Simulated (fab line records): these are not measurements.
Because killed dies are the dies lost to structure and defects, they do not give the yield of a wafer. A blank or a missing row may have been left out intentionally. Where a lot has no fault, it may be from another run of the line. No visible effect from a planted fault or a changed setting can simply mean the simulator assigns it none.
Which tool did it? -- flow rit-cmos -- Sampling: 7 lots, 21 wafers, 3 of 202 route steps

## WHAT THE GAUGES SHOWED, per wafer
RIT_GATE_CD_MEAS_90: target cd 150 nm.
lot,measured,on,cd-nm (nm)
L329,day 2 23:42,cd-sem-02,149.6 151.5 149.4
L334,day 3 20:13,cd-sem-02,151.0 150.5 151.8
L336,day 4 05:44,cd-sem-02,151.0 151.0 153.3
L338,day 4 15:08,cd-sem-02,- - -
L347,day 6 11:53,cd-sem-01,149.8 151.8 149.9
L349,day 6 21:56,cd-sem-01,149.3 149.6 150.1
L351,day 7 08:05,cd-sem-02,149.3 150.3 150.7

## EACH LOT AND THE TOOL THAT RAN IT (in order: tool; ch and the chambers of the sampled wafers; start)
lot,RIT_GATE_ETCH_19,RIT_GATE_STRIP_20
L329,"rie-si-02 ch 0,1,2, day 2 23:25","plasma-asher-03 ch 0,1, day 2 23:31"
L334,"rie-si-01 ch 1,2,3, day 3 19:55","plasma-asher-04 ch 1, day 3 20:02"
L336,"rie-si-01 ch 0,3, day 4 05:25","plasma-asher-03 ch 0,1, day 4 05:34"
L338,"rie-si-01 ch 0,2, day 4 14:49","plasma-asher-03 ch 0,1, day 4 14:59"
L347,"rie-si-02 ch 0,2,3, day 6 11:37","plasma-asher-04 ch 0,1, day 6 11:43"
L349,"rie-si-02 ch 0,2,3, day 6 21:39","plasma-asher-04 ch 0,1, day 6 21:46"
L351,"rie-si-02 ch 0,1,3, day 7 07:49","plasma-asher-01 ch 0,1, day 7 07:55"
- RIT_GATE_ETCH_19: etches poly-Si in SF6/CHF3/O2, stops on SiO2, time 165 s, target depth 312.5 nm.
- RIT_GATE_STRIP_20: strips in O2, time 180 s.

## THE ANSWER, worked out from the rows above alone
Rule: what is usual is taken from the lots themselves. The widest of any qualifying gaps counts: lots, ordered by their means at a reading, are off when they make up no more than a third of the lots, leave a main group of 4 or more, and stand apart from it by 3 or more times the standard deviation of that group's means. Not used: any main group whose means are identical at the precision the tables above print for the reading. A lot without any number at a reading at which 4 lots or more have one is off too. The other lots that the step has rows for count as sound.
Off at RIT_GATE_CD_MEAS_90 (cd-nm): L338. Without a number there: L338. For the main group the mean is 150.6 nm and the standard deviation 0.7.
A tool fits if, at a process step before that reading, it ran every lot that is off, and no sound lot after the first of them. Gauges at RIT_GATE_CD_MEAS_90: tried the same way as those tools. Can't be told from this: 2 tools fit, rie-si-01 at RIT_GATE_ETCH_19, plasma-asher-03 at RIT_GATE_STRIP_20.

## WHAT THE SIMULATOR HAD PUT IN
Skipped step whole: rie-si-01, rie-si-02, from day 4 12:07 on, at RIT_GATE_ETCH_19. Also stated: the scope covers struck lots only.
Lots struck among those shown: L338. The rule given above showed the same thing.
